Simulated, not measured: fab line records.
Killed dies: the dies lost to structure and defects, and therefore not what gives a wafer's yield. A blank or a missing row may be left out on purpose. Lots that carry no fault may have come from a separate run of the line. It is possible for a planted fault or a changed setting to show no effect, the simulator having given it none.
Which of the tools did it? -- flow berkeley-cmos170 -- Sampling: 6 lots, 18 wafers, 2 of 331 route steps

## WHAT THE GAUGES SHOWED, per wafer
UCB170_NWELL_OVL_MEAS_12.
lot,measured,on,NWELL_OVL (nm)
L941,day 3 05:26,overlay-02,-3 -1 -2
L944,day 3 11:40,overlay-01,-3 -7 -3
L947,day 4 17:50,overlay-01,3 -2 -10
L953,day 5 14:46,overlay-01,-6 -3 -7
L955,day 6 04:49,overlay-02,-4 -8 -5
L960,day 6 22:31,overlay-02,-6 -9 -4

## WHICH TOOL RAN EACH LOT (tool, then ch and the chambers of the sampled wafers, then the start)
lot,UCB170_NWELL_EXPOSE_09
L941,"krf-scanner-02 ch 0, day 3 04:28"
L944,"krf-scanner-01 ch 0, day 3 11:10"
L947,"krf-scanner-01 ch 0, day 4 16:03"
L953,"krf-scanner-02 ch 0, day 5 14:14"
L955,"krf-scanner-02 ch 0, day 6 04:11"
L960,"krf-scanner-01 ch 0, day 6 21:49"
- UCB170_NWELL_EXPOSE_09: exposes mask NWELL, target cd 3000 nm.

## THE ANSWER, worked out from the rows above alone
Rule: what is usual is taken from the lots themselves. Put in order of their means at a reading, lots are off if they are a third of the lots or fewer, leave a main group of 4 or more, and stand apart from it by a gap of 3 or more times the standard deviation of the main group's means; of several such gaps the widest counts. A main group whose means are all the same, to the digits that the tables above print for the reading, isn't used. Also off: a lot with no number at a reading for which 4 or more lots have one. Any other lot the step has rows for is counted as sound.
No lot is off at any reading shown: from this, nothing can be told.

## WHAT THE SIMULATOR HAD INSERTED
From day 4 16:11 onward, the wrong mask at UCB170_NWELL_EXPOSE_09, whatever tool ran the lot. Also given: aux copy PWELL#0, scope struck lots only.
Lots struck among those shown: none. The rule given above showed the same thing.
